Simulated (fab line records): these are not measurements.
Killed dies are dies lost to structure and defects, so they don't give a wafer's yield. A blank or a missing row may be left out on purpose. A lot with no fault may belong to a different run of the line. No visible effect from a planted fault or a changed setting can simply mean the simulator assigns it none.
A struck lot beside a sound one -- flow ritCmos -- 17 out of 202 route steps
Sound: wafers L789.2, L789.3, L789.4. Wafers struck: L799.1, L799.4, L799.6. The cause comes at the end.
At each step with rows: each side's tool, then ch and its chambers, then its first start. Under that, the readings that differ: sound wafers -- struck wafers -- difference of the means -- sigmas: that difference in standard deviations of wafers without a fault.
alike: words and numbers the same on both sides, and readings whose means are apart by under 2 such deviations; not compared: readings that were withheld, readings missing a value for some wafer, numbers with overlapping values and no deviation given by the record, and bounds like >300 which may hide the same value.
Wherever a step has rows on one side only, a row that says differs or no value, or a row with sigmas, the two part there. Numbers that don't overlap but have no deviation are shown without sigmas and don't part them. A reading missing from all wafers of one side parts the sides only when that side holds two or more wafers.

first, 1 step without rows for these wafers: RIT_PSD_IMPLANT_08.
RIT_PSD_STRIP_09: strips in O2, time 180 s.
  sound on plasmaAsher-03 ch 0,1, day 3 17:25; struck on plasmaAsher-03 ch 0,1, day 5 23:47
  alike: drypumpMotorCurrentA
  not compared: rfHoursCounterH
RIT_PSD_TW_MEAS_10:
  sound on filmMetro-03 at day 3 17:36; struck on filmMetro-03 at day 5 23:58
  alike: PSD_TW
then, 3 steps without rows for these wafers: RIT_SDANNEAL_CLEAN_00 (cleans in SC1, time 600 s); RIT_SDANNEAL_CLEAN_01 (cleans in dHF, time 30 s); RIT_SDANNEAL_CLEAN_02 (cleans in SC2, time 600 s).
RIT_SDANNEAL_RTA_03: time 5 s.
  sound on rtpAnneal-01 ch 0, day 3 18:02; struck on rtpAnneal-01 ch 0, day 6 00:25
  alike: annealTempCMax, wafer_temp_C_max
RIT_SDANNEAL_RS_MEAS_04: measurement is done with a four-point probe.
  sound on filmMetro-04 at day 3 18:06; struck on filmMetro-02 at day 6 00:28
  alike: PSD_RS
RIT_SDANNEAL_RS_MEAS_05: measurement is done with a four-point probe.
  sound on filmMetro-04 at day 3 18:13; struck on filmMetro-02 at day 6 00:35
  alike: NSD_RS
RIT_SDANNEAL_RS_MEAS_06: measurement is done with a four-point probe.
  sound on filmMetro-04 at day 3 18:20; struck on filmMetro-02 at day 6 00:43
  alike: PLDD_RS
RIT_SDANNEAL_RS_MEAS_07: measurement is done with a four-point probe.
  sound on filmMetro-04 at day 3 18:28; struck on filmMetro-02 at day 6 00:50
  alike: NLDD_RS
then, 1 step without rows for these wafers: RIT_SILICIDE_WET_ETCH_00 (etches SiO2 in BOE, target depth 14 nm, time 15 s).
RIT_SILICIDE_SPUTTER_01: material Ti, target thk 30 nm, time 240 s.
  sound on pvdSputter-03 at day 3 18:34; struck on pvdSputter-04 at day 6 01:17
  alike: substrateTempC, throttleValvePct
RIT_SILICIDE_RS_MEAS_02: measurement is done with a four-point probe.
  sound on filmMetro-01 at day 3 18:44; struck on filmMetro-01 at day 6 01:26
reading,sound,struck,difference,sigmas
SILICIDE_TI_RS (ohm/sq),46.4 46.7 47.1,19.7 20.2 20.1,-26.7,-36
RIT_SILICIDE_THK_MEAS_03: measures by xrf.
  sound on filmMetro-01 at day 3 18:51; struck on filmMetro-01 at day 6 01:33
reading,sound,struck,difference,sigmas
SILICIDE_TI_THK (nm),30.7 30.6 30.2,61.8 60.5 60.7,+30.5,+76
RIT_SILICIDE_RTA_04: time 10 s, ramp up 5 s, ramp down 5 s.
  sound on rtpAnneal-02 ch 0, day 3 18:55; struck on rtpAnneal-02 ch 0, day 6 01:37
  alike: annealTempCMax, wafer_temp_C_max
RIT_M1_PROBE_99:
  sound on prober-01 at day 4 02:19; struck on prober-01 at day 6 09:23
  alike: killedAtContacts, killedAtFrontEnd, killedDies, killedOpen, killedShort

WHERE THEY PART
First at RIT_SILICIDE_RS_MEAS_02; last, within this record, at RIT_SILICIDE_THK_MEAS_03. Later steps at which nothing parts them and some readings are alike: RIT_SILICIDE_RTA_04, RIT_M1_PROBE_99.

WHY: what the simulator had put in
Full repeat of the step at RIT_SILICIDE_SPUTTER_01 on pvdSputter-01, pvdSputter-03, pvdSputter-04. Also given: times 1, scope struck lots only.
